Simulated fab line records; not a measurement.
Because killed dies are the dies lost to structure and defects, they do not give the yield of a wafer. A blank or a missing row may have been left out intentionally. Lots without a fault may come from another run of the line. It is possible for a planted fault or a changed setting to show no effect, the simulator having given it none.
fab line records	flow rit_cmos
[record] lots = 6	wafers = 18	last_day = 7
route steps=202 shown CONTACT@176 M1@184
lots that met no fault: from a run of the same line without faults
start_h: hours from the record's opening day to when the first of the lot's shown wafers began	wait_h: time in hours since the lot's previous step	" same as the row above	L1.1+2: a single row standing in for several wafers	- value missing, or start not given	* or withheld: withheld	< > ~ a bound
route shown NAME@n: NAME is a module with steps in the file, n the number in the route of the first one	usual: mean/standard deviation taken from wafers without a fault	same: alike in all rows	chamber/n: place in a boat	sites: the reading at each site	_std_site: standard deviation of those values	_edge_site: outer sites' mean less inner sites'	radius_mm: for every site, how far away it sits from the centre of the wafer	mask NAME#n: copy n	behind: the last tool/chamber to shape the wafer	hold: why the lot went on hold/how many hours it stayed there/how the hold came to an end	device: whichever transistor did not switch (one of n, p or np)	end of line: at the end of the route, the tests of the same wafers	a step without rows: its recipe alone	killed: at the first sort, the dies lost to defects and structure; wafer yield is something else	map: a wafer's dies, marking killed ones x, the rest . and places with no die _
set.NAME: the setting as run; set.NAME@STEP: as run at that earlier step	model.NAME: the simulator's own value behind a step, which no gauge read
certain route steps with their lots: each step a table, each wafer a row
services: the hour from which a tool's chamber was out of use, counted from the record's first day as start_h (under 0 if before that day), plus the number of hours and why
[[steps]]
[step RIT_CONTACT_CD_MEAS_08]
[recipe] target_cd_nm = 1000
[usual] cd_nm = 1000.3/2
lot.wafer	tool	chamber	start_h	wait_h	cd_nm
L438.2	cd_sem-01	-	85.20	-	1000.1
L438.4	"	-	"	"	1000.3
L438.5	"	-	"	"	1000.5
L439.1	cd_sem-01	-	87.53	-	1000.1
L439.2	"	-	"	"	1001.4
L439.3	"	-	"	"	997.9
L447.1	cd_sem-01	-	122.17	-	999.9
L447.2	"	-	"	"	999.0
L447.4	"	-	"	"	997.8
L448.4	cd_sem-02	-	124.15	-	1002.2
L448.5	"	-	"	"	1003.3
L448.6	"	-	"	"	1000.1
L452.3	cd_sem-01	-	147.88	-	998.6
L452.4	"	-	"	"	1000.1
L452.6	"	-	"	"	996.6
L456.1	cd_sem-02	-	169.87	-	1001.8
L456.2	"	-	"	"	999.4
L456.5	"	-	"	"	1000.1
[step RIT_CONTACT_OVL_MEAS_09]
[usual] CONTACT_OVL = 0.3/1.4
lot.wafer	tool	chamber	start_h	wait_h	CONTACT_OVL[nm]
L438.2	overlay-02	-	85.31	0.1	0.2
L438.4	"	-	"	"	-1.6
L438.5	"	-	"	"	1.8
L439.1	overlay-02	-	87.65	0.1	-2.3
L439.2	"	-	"	"	-1.7
L439.3	"	-	"	"	-1.5
L447.1	overlay-01	-	122.29	0.1	1.4
L447.2	"	-	"	"	-0.7
L447.4	"	-	"	"	0.2
L448.4	overlay-02	-	124.23	0.1	0.3
L448.5	"	-	"	"	1.5
L448.6	"	-	"	"	1.1
L452.3	overlay-01	-	147.98	0.1	1.6
L452.4	"	-	"	"	0.4
L452.6	"	-	"	"	-0.6
L456.1	overlay-02	-	169.99	0.1	1.8
L456.2	"	-	"	"	-1.0
L456.5	"	-	"	"	0.3
[step RIT_CONTACT_HARDBAKE_10]
[recipe] resist = NOVOLAK	temp_c = 140	time_s = 60
[step RIT_CONTACT_ETCH_11]
[recipe] target_depth_a = 4800	over_etch_frac = 0.2	stop_on = TiSi2	chemistry = CHF3/CF4/Ar	target = SiO2	CHF3_flow_sccm = 50	cf4_flow_sccm = 10	Ar_flow_sccm = 100	O2_flow_sccm = 5	pressure_mtorr = 100	rf_w = 200	time_s = 320
[usual] drypump_motor_current_A = 5.8/0.39	oes_product_au = 0.981/0.012	throttle_valve_pct = 8.87/0.13
[same] over_etch_frac = 0.2	time_s = 320
lot.wafer	tool	chamber	start_h	wait_h	drypump_motor_current_A	oes_product_au	rf_hours_counter_h	throttle_valve_pct
L438.2	rie_diel-01	0	85.49	0.1	5.6	0.965	18	8.94
L438.4	"	1	"	"	5.6	0.979	-	8.82
L438.5	"	2	"	"	6.0	0.981	-	8.98
L439.1	rie_diel-03	0	88.13	0.1	5.3	1.010	4	8.79
L439.2	"	3	"	"	5.6	0.974	17	8.88
L439.3	"	2	"	"	6.5	0.972	3	8.98
L447.1	rie_diel-02	0	122.48	0.1	5.8	0.992	155	9.13
L447.2	"	2	"	"	5.4	0.985	3	9.02
L447.4	"	3	"	"	5.5	0.967	7	8.72
L448.4	rie_diel-03	1	124.40	0.1	6.1	0.995	2	8.73
L448.5	"	1	"	"	6.1	0.992	-	8.73
L448.6	"	2	"	"	6.5	0.974	-	8.98
L452.3	rie_diel-01	0	148.15	0.1	5.5	0.963	19	8.94
L452.4	"	1	"	"	5.6	0.977	41	8.81
L452.6	"	0	"	"	5.5	0.966	-	8.93
L456.1	rie_diel-01	1	170.17	0.1	5.6	0.972	41	8.84
L456.2	"	2	"	"	6.0	0.980	71	8.98
L456.5	"	2	"	"	6.0	0.977	-	8.97
[step RIT_CONTACT_STRIP_12]
[recipe] chemistry = O2	time_s = 180	resist = NOVOLAK	platen_temp_c = withheld	power_w = 500	pressure_mtorr = 4000	o2_flow_sccm = 4000
[usual] drypump_motor_current_A = 5.8/0.34
[same] time_s = 180
lot.wafer	tool	chamber	start_h	wait_h	drypump_motor_current_A	rf_hours_counter_h
L438.2	plasma_asher-01	1	85.68	0.1	5.6	30
L438.4	"	0	"	"	6.2	-
L438.5	"	1	"	"	5.6	-
L439.1	plasma_asher-04	1	88.33	0.1	5.7	39
L439.2	"	0	"	"	5.3	39
L439.3	"	0	"	"	5.3	-
L447.1	plasma_asher-04	1	122.67	0.1	5.7	1
L447.2	"	0	"	"	5.3	1
L447.4	"	1	"	"	5.7	-
L448.4	plasma_asher-02	0	124.65	0.2	6.3	-
L448.5	"	1	"	"	5.7	-
L448.6	"	0	"	"	6.3	-
L452.3	plasma_asher-04	1	148.40	0.2	5.7	-
L452.4	"	0	"	"	5.3	-
L452.6	"	1	"	"	5.7	-
L456.1	plasma_asher-01	0	170.37	0.1	6.2	40
L456.2	"	1	"	"	5.6	40
L456.5	"	0	"	"	6.2	-
[step RIT_CONTACT_CD_MEAS_90]
[recipe] target_cd_nm = 1000
[usual] cd_nm = 1000.3/2
lot.wafer	tool	chamber	start_h	wait_h	cd_nm
L438.2	cd_sem-02	-	85.87	0.1	1000.1
L438.4	"	-	"	"	1000.1
L438.5	"	-	"	"	1001.0
L439.1	cd_sem-01	-	88.50	0.1	1000.0
L439.2	"	-	"	"	1000.7
L439.3	"	-	"	"	997.9
L447.1	cd_sem-01	-	122.84	0.1	1000.3
L447.2	"	-	"	"	999.0
L447.4	"	-	"	"	998.2
L448.4	cd_sem-01	-	124.83	0.1	1002.4
L448.5	"	-	"	"	1003.3
L448.6	"	-	"	"	999.9
L452.3	cd_sem-02	-	148.56	0.1	998.7
L452.4	"	-	"	"	999.8
L452.6	"	-	"	"	997.5
L456.1	cd_sem-02	-	170.54	0.1	1001.8
L456.2	"	-	"	"	999.5
L456.5	"	-	"	"	999.8
[step RIT_CONTACT_CLEAN_13]
[recipe] chemistry = SC1	mix = 3:3:50	time_s = 600	temp_c = 75
[step RIT_CONTACT_CLEAN_14]
[recipe] chemistry = SC2	mix = 3:3:50	time_s = 600	temp_c = 75	dry = n2_spin
[step RIT_M1_SPUTTER_00]
[recipe] material = Al	target_thk_nm = 400	power_w = 2000	chamber_pressure_pa = 0.4	gas = Ar	time_s = 500	substrate_temp_c = 25
[usual] throttle_valve_pct = 29.9/0.75
[same] time_s = 500
lot.wafer	tool	chamber	start_h	wait_h	throttle_valve_pct
L438.2	pvd_sputter-04	-	86.32	0.0	30.3
L438.4	"	-	"	"	29.2
L438.5	"	-	"	"	30.0
L439.1	pvd_sputter-02	-	88.97	0.0	30.9
L439.2	"	-	"	"	30.0
L439.3	"	-	"	"	30.4
L447.1	pvd_sputter-04	-	123.33	0.0	30.3
L447.2	"	-	"	"	30.3
L447.4	"	-	"	"	29.7
L448.4	pvd_sputter-02	-	125.24	0.0	30.3
L448.5	"	-	"	"	30.8
L448.6	"	-	"	"	30.6
L452.3	pvd_sputter-04	-	149.02	0.0	30.2
L452.4	"	-	"	"	29.4
L452.6	"	-	"	"	30.2
L456.1	pvd_sputter-04	-	171.01	0.0	30.2
L456.2	"	-	"	"	29.2
L456.5	"	-	"	"	30.5
[step RIT_M1_RS_MEAS_01]
[recipe] thk_meas_gauge = four-point-probe	reads = Al_of_M1_SPUTTER_00
[usual] M1_AL_RS = 0.0734/0.00075
lot.wafer	tool	chamber	start_h	wait_h	M1_AL_RS[ohm/sq]
L438.2	film_metro-02	-	86.64	0.2	0.0724
L438.4	"	-	"	"	0.0735
L438.5	"	-	"	"	0.0725
L439.1	film_metro-01	-	89.27	0.1	0.0740
L439.2	"	-	"	"	0.0735
L439.3	"	-	"	"	0.0729
L447.1	film_metro-02	-	123.62	0.1	0.0739
L447.2	"	-	"	"	0.0739
L447.4	"	-	"	"	0.0738
L448.4	film_metro-01	-	125.59	0.2	0.0726
L448.5	"	-	"	"	0.0730
L448.6	"	-	"	"	0.0729
L452.3	film_metro-02	-	149.36	0.2	0.0734
L452.4	"	-	"	"	0.0746
L452.6	"	-	"	"	0.0730
L456.1	film_metro-02	-	171.31	0.1	0.0729
L456.2	"	-	"	"	0.0738
L456.5	"	-	"	"	0.0727
[step RIT_M1_THK_MEAS_02]
[recipe] thk_meas_gauge = xrf	reads = Al_of_M1_SPUTTER_00
[usual] M1_AL_THK = 405/5
lot.wafer	tool	chamber	start_h	wait_h	M1_AL_THK[nm]
L438.2	film_metro-02	-	86.75	0.1	408
L438.4	"	-	"	"	400
L438.5	"	-	"	"	405
L439.1	film_metro-01	-	89.39	0.1	400
L439.2	"	-	"	"	409
L439.3	"	-	"	"	410
L447.1	film_metro-02	-	123.74	0.1	403
L447.2	"	-	"	"	402
L447.4	"	-	"	"	403
L448.4	film_metro-01	-	125.68	0.1	409
L448.5	"	-	"	"	406
L448.6	"	-	"	"	410
L452.3	film_metro-02	-	149.46	0.1	401
L452.4	"	-	"	"	394
L452.6	"	-	"	"	403
L456.1	film_metro-02	-	171.43	0.1	408
L456.2	"	-	"	"	403
L456.5	"	-	"	"	409
[step RIT_M1_HMDS_03]
[recipe] prime_time_s = 60	prime_temp_c = 140
[step RIT_M1_COAT_04]
[recipe] resist = NOVOLAK	spin_rpm = 2000	resist_thk_nm = 1300
[usual] exhaust_pa = 44.9/0.8
lot.wafer	tool	chamber	start_h	wait_h	exhaust_pa	model.NOVOLAK_of_M1_COAT_04.thk_nm
L438.2	litho_track-04	0	86.97	0.1	45.4	1296
L438.4	"	0	"	"	44.8	1295
L438.5	"	0	"	"	45.4	1296
L439.1	litho_track-01	0	89.60	0.1	45.4	1303
L439.2	"	0	"	"	45.3	1304
L439.3	"	0	"	"	45.5	1300
L447.1	litho_track-01	0	123.95	0.1	43.2	713.6
L447.2	"	0	"	"	44.9	714.6
L447.4	"	0	"	"	44.0	711.6
L448.4	litho_track-01	0	125.94	0.1	44.9	717.5
L448.5	"	0	"	"	43.8	715.7
L448.6	"	0	"	"	44.6	714.9
L452.3	litho_track-03	0	149.70	0.1	46.1	1301
L452.4	"	0	"	"	44.5	1299
L452.6	"	0	"	"	44.3	1296
L456.1	litho_track-04	0	171.64	0.1	43.8	1298
L456.2	"	0	"	"	44.9	1301
L456.5	"	0	"	"	45.1	1301
[step RIT_M1_SOFTBAKE_05]
[recipe] resist = NOVOLAK	temp_c = 90	time_s = 60
[step RIT_M1_EXPOSE_06]
[recipe] mask_id = M12	na = 0.6	source_shape = conventional	sigma_outer = 0.5	target_cd_nm = 2600	dose_mj = 250
[step RIT_M1_PEB_07]
[recipe] resist = NOVOLAK	temp_c = withheld	time_s = withheld
[step RIT_M1_DEVELOP_08]
[recipe] resist = NOVOLAK	develop_time_s = 68	dev_temp_c = 23
[step RIT_M1_CD_MEAS_09]
[recipe] target_cd_nm = 2600
[usual] cd_nm = 2600.0/1.9
lot.wafer	tool	chamber	start_h	wait_h	cd_nm
L438.2	cd_sem-02	-	87.87	-	2599.7
L438.4	"	-	"	"	2598.7
L438.5	"	-	"	"	2603.8
L439.1	cd_sem-01	-	90.41	-	2600.8
L439.2	"	-	"	"	2603.5
L439.3	"	-	"	"	2601.8
L447.1	cd_sem-02	-	124.81	-	2531.3
L447.2	"	-	"	"	2529.5
L447.4	"	-	"	"	2529.1
L448.4	cd_sem-02	-	126.78	-	2530.0
L448.5	"	-	"	"	2528.0
L448.6	"	-	"	"	2528.1
L452.3	cd_sem-01	-	150.42	-	2603.5
L452.4	"	-	"	"	2602.1
L452.6	"	-	"	"	2603.4
L456.1	cd_sem-02	-	172.49	-	2599.5
L456.2	"	-	"	"	2599.7
L456.5	"	-	"	"	2598.0
[step RIT_M1_OVL_MEAS_10]
[usual] M1_OVL = -0.1/1.2
lot.wafer	tool	chamber	start_h	wait_h	M1_OVL[nm]
L438.2	overlay-01	-	87.98	0.1	-0.1
L438.4	"	-	"	"	-1.2
L438.5	"	-	"	"	1.2
L439.1	overlay-01	-	90.53	0.1	1.2
L439.2	"	-	"	"	1.5
L439.3	"	-	"	"	3.0
L447.1	overlay-01	-	124.93	0.1	-1.6
L447.2	"	-	"	"	-3.6
L447.4	"	-	"	"	-0.1
L448.4	overlay-02	-	126.85	0.1	-0.5
L448.5	"	-	"	"	-1.2
L448.6	"	-	"	"	-0.4
L452.3	overlay-01	-	150.51	0.1	-1.0
L452.4	"	-	"	"	-2.8
L452.6	"	-	"	"	-1.7
L456.1	overlay-01	-	172.61	0.1	-0.7
L456.2	"	-	"	"	-0.2
L456.5	"	-	"	"	-0.8
[step RIT_M1_HARDBAKE_11]
[recipe] resist = NOVOLAK	temp_c = 140	time_s = 120
[step RIT_M1_METAL_ETCH_12]
[recipe] stop_on = SiO2	chemistry = Cl2/BCl3	target = Al	time_s = 165	over_etch_frac = 0.5	pressure_mtorr = 100	target_depth_a = 6000	rf_w = 250	Cl2_flow_sccm = 60	bcl3_flow_sccm = 50
[usual] bcl3_flow_sccm = 49.99/0.15	drypump_motor_current_A = 5.3/0.47	oes_product_au = 0.778/0.014	throttle_valve_pct = 8.29/0.035
[same] over_etch_frac = 0.5	time_s = 165
lot.wafer	tool	chamber	start_h	wait_h	bcl3_flow_sccm	drypump_motor_current_A	oes_product_au	rf_hours_counter_h	throttle_valve_pct	model.NOVOLAK_of_M1_COAT_04.thk_nm	model.M1.cd_nm
L438.2	rie_metal-04	0	88.38	0.2	49.98	5.9	0.793	39	8.33	807.5	2599
L438.4	"	1	"	"	49.91	5.4	0.769	-	8.33	808.5	2600
L438.5	"	1	"	"	49.86	5.4	0.776	-	8.36	807.4	2604
L439.1	rie_metal-03	1	90.82	0.2	50.02	5.0	0.791	5	8.31	807.6	2601
L439.2	"	0	"	"	50.26	4.7	0.754	4	8.25	810.8	2606
L439.3	"	0	"	"	50.05	4.7	0.751	-	8.25	804.6	2605
L447.1	rie_metal-04	1	125.22	0.2	49.91	5.4	0.770	38	8.34	304.3	2533
L447.2	"	0	"	"	49.89	5.9	0.792	40	8.32	304.8	2533
L447.4	"	1	"	"	50.06	5.4	0.759	-	8.34	304.7	2530
L448.4	rie_metal-03	0	127.18	0.1	50.30	4.7	0.765	-	8.27	305.3	2529
L448.5	"	1	"	"	49.78	5.0	0.791	-	8.32	305	2527
L448.6	"	0	"	"	50.01	4.7	0.759	-	8.26	304.4	2528
L452.3	rie_metal-03	1	150.84	0.2	49.94	5.0	0.788	-	8.32	807.8	2603
L452.4	"	0	"	"	49.87	4.7	0.751	-	8.26	807	2606
L452.6	"	0	"	"	49.98	4.7	0.751	-	8.27	807.1	2605
L456.1	rie_metal-02	0	172.90	0.2	50.04	5.9	0.786	2	8.23	804.3	2600
L456.2	"	1	"	"	50.09	4.9	0.781	2	8.27	804.4	2600
L456.5	"	0	"	"	50.27	5.9	0.780	-	8.24	808.1	2598
[step RIT_M1_STRIP_13]
[recipe] chemistry = nmp	resist = NOVOLAK	temp_c = 80	time_s = 600	dry = n2_spin
[step RIT_M1_PROBE_99]
[usual] defect_limited_yield = 97.4/1.2	killed_at_M0_to_M3 = 0.0/0.14	killed_at_contacts = 0.0/0.23	killed_at_front_end = 7/3.1	killed_dies = 7/3.1	killed_open = 3.3/2	killed_short = 3.5/1.9	sort_bin_3_pad_short = 0.1/0.24	sort_bin_5_function = 1.5/0.84	sort_bin_6_memory = 0.9/0.62	sort_n_pass = 257/3.1	sort_yield_pct = 97.4/1.2
[same] gross_dies = 264	killed_at_M4_up = 0	killed_at_back_side = 0	killed_at_other = 0
lot.wafer	tool	chamber	start_h	wait_h	defect_limited_yield[%]	killed_at_M0_to_M3	killed_at_contacts	killed_at_front_end	killed_dies	killed_open	killed_short	sort_bin_3_pad_short[%]	sort_bin_5_function[%]	sort_bin_6_memory[%]	sort_n_pass	sort_yield_pct[%]	model.etest.m1.width_nm
L438.2	prober-02	-	90.68	0.1	94.3	0	0	15	15	6	9	1.1	3.0	1.5	249	94.3	2606
L438.4	prober-02	-	90.78	0.2	97.3	0	0	7	7	3	4	0	1.5	1.1	257	97.3	2606
L438.5	prober-02	-	90.83	0.2	96.6	0	0	9	9	4	5	0	2.7	0.8	255	96.6	2604
L439.1	prober-01	-	93.07	0.1	98.1	0	0	5	5	5	0	0	0.8	1.1	259	98.1	2605
L439.2	prober-01	-	93.12	0.1	98.5	0	0	4	4	3	1	0	0.8	0.8	260	98.5	2607
L439.3	prober-01	-	93.17	0.2	97.0	0	0	8	8	6	2	0	2.7	0.4	256	97.0	2612
L447.1	prober-01	-	127.48	0.1	96.2	1	0	9	10	4	5	0.4	2.3	1.1	254	96.2	2534
L447.2	prober-01	-	127.53	0.1	97.0	0	1	7	8	4	4	0.4	1.5	1.1	256	97.0	2535
L447.4	prober-01	-	127.63	0.2	98.9	0	0	3	3	2	1	0	1.1	0	261	98.9	2532
L448.4	prober-02	-	129.54	0.2	98.5	0	0	4	4	3	1	0	1.5	0	260	98.5	2529
L448.5	prober-02	-	129.59	0.2	98.1	0	1	4	5	4	1	0	1.1	0.8	259	98.1	2528
L448.6	prober-02	-	129.64	0.2	97.7	0	0	6	6	2	4	0	0.8	1.5	258	97.7	2531
L452.3	prober-02	-	153.15	0.2	96.2	0	0	10	10	5	5	0	1.5	2.3	254	96.2	2600
L452.4	prober-02	-	153.20	0.2	98.9	0	0	3	3	2	1	0	0.4	0.8	261	98.9	2612
L452.6	prober-02	-	153.30	0.2	99.2	0	0	2	2	1	1	0	0.4	0.4	262	99.2	2612
L456.1	prober-02	-	175.24	0.1	94.7	0	0	14	14	10	4	0.4	3.4	1.5	250	94.7	2601
L456.2	prober-02	-	175.29	0.1	97.7	0	0	6	6	2	4	0.4	1.5	0.4	258	97.7	2596
L456.5	prober-02	-	175.44	0.2	96.6	0	0	9	9	4	5	0.8	1.1	1.5	255	96.6	2598
// killed by level:class
L438.2 GATE:geometric_particle:short=5 GATE:geometric_particle:open=3 SILICIDE:geometric_particle:open=3 FOX1:geometric_particle:short=1 FOX2:geometric_particle:short=1 REOX:geometric_particle:short=1 SILICIDE:geometric_particle:short=1
L438.4 GATE:geometric_particle:short=2 GATE:geometric_particle:open=2 FOX1:geometric_particle:open=1 REOX:geometric_particle:short=1 SILICIDE:geometric_particle:short=1
L438.5 SILICIDE:geometric_particle:short=4 GATE:geometric_particle:open=2 FOX1:geometric_particle:open=1 FOX1:geometric_particle:short=1 FOX2:geometric_particle:open=1
L439.1 REOX:geometric_particle:open=3 FOX1:geometric_particle:open=2
L439.2 REOX:geometric_particle:open=2 GATE:geometric_particle:short=1 GATE:geometric_particle:open=1
L439.3 FOX1:geometric_particle:open=2 SILICIDE:geometric_particle:open=2 FOX2:geometric_particle:open=1 GATE:geometric_particle:open=1 SPACER:geometric_particle:short=1 SILICIDE:geometric_particle:short=1
L447.1 GATE:geometric_particle:short=2 SPACER:geometric_particle:short=2 FOX1:geometric_particle:open=1 FOX1:geometric_particle:short=1 GATE:geometric_particle:open=1 SPACER:geometric_particle:open=1 SILICIDE:geometric_particle:open=1 M1:coat_microbubble_printed=1
L447.2 GATE:geometric_particle:short=2 SPACER:geometric_particle:short=2 FOX1:geometric_particle:open=1 REOX:geometric_particle:open=1 SILICIDE:geometric_particle:open=1 CONTACT:geometric_particle:open=1
L447.4 FOX1:geometric_particle:open=1 FOX1:geometric_particle:short=1 GATE:geometric_particle:open=1
L448.4 GATE:geometric_particle:open=2 FOX1:geometric_particle:open=1 REOX:geometric_particle:short=1
L448.5 SPACER:geometric_particle:open=3 REOX:geometric_particle:short=1 CONTACT:geometric_particle:open=1
L448.6 FOX1:geometric_particle:open=1 GATE:geometric_particle:short=1 GATE:geometric_particle:open=1 REOX:geometric_particle:short=1 SPACER:geometric_particle:short=1 SILICIDE:geometric_particle:short=1
L452.3 GATE:geometric_particle:open=5 FOX2:geometric_particle:short=2 GATE:geometric_particle:short=1 REOX:geometric_particle:short=1 SPACER:geometric_particle:short=1
L452.4 FOX2:geometric_particle:short=1 GATE:geometric_particle:open=1 SILICIDE:geometric_particle:open=1
L452.6 GATE:geometric_particle:short=1 SILICIDE:geometric_particle:open=1
L456.1 GATE:geometric_particle:open=6 SILICIDE:geometric_particle:open=3 FOX1:geometric_particle:short=1 GATE:geometric_particle:short=1 SPACER:geometric_particle:short=1 SPACER:geometric_particle:open=1 SILICIDE:geometric_particle:short=1
L456.2 GATE:geometric_particle:short=2 GATE:geometric_particle:open=1 SPACER:geometric_particle:open=1 SPACER:geometric_particle:short=1 SILICIDE:geometric_particle:short=1
L456.5 GATE:geometric_particle:short=4 REOX:geometric_particle:open=2 FOX1:geometric_particle:short=1 FOX1:geometric_particle:open=1 SILICIDE:geometric_particle:open=1
[[services]]
tool	chamber	start_h	hours	kind
plasma_asher-04	-	62.61	0.7	repair
rie_diel-01	1	72.72	9.4	repair
rie_diel-01	3	79.12	24.8	repair
rie_metal-03	-	87.51	2.8	pm
plasma_asher-04	-	91.79	1.4	repair
plasma_asher-04	-	99.32	2.8	repair
plasma_asher-04	-	108.75	9.0	pm
plasma_asher-04	0	108.75	9.0	vent_cycle
plasma_asher-04	1	108.75	9.0	vent_cycle
rie_diel-01	3	109.01	5.2	repair
rie_diel-01	0	109.79	5.3	repair
plasma_asher-04	0	117.75	-	clean
plasma_asher-04	1	117.75	-	clean
rie_diel-02	0	124.13	-	clean
rie_diel-02	-	130.37	2.8	pm
rie_diel-01	1	131.37	7.8	repair
rie_metal-04	-	136.12	20.0	pm
rie_metal-04	0	136.12	20.0	vent_cycle
rie_metal-04	1	136.12	20.0	vent_cycle
rie_metal-04	0	156.12	-	clean
rie_metal-04	1	156.12	-	clean
rie_diel-02	-	159.14	0.9	repair
rie_diel-03	0	160.22	8.5	repair
plasma_asher-04	-	167.71	2.4	repair
[[key]]
[first_sign] step = RIT_M1_CD_MEAS_09	reading = cd_nm	direction = down	sigmas = 38	usual = 2600.0	struck = 2529.4
effect none on later readings
[model_effect] step = RIT_M1_COAT_04	value = NOVOLAK_of_M1_COAT_04.thk_nm	without = 1299	struck = 714.7
[model_effect] step = RIT_M1_METAL_ETCH_12	value = NOVOLAK_of_M1_COAT_04.thk_nm	without = 809.5	struck = 304.7
[model_effect] step = RIT_M1_PROBE_99	value = etest.m1.width_nm	without = 2601	struck = 2531
met_at RIT_M1_COAT_04
struck_wafers L447.1,L447.2,L447.4,L448.4,L448.5,L448.6
onset_between 89.60 123.95
[fault] kind = process_parameter_drift	tool = litho_track-01	chamber = -	onset_h = 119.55	steps = RIT_M1_COAT_04	channel = resist_thk_nm	offset = -585	shape = step	end_h = 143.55	acts_in = these_recipes_only	stated = 1300
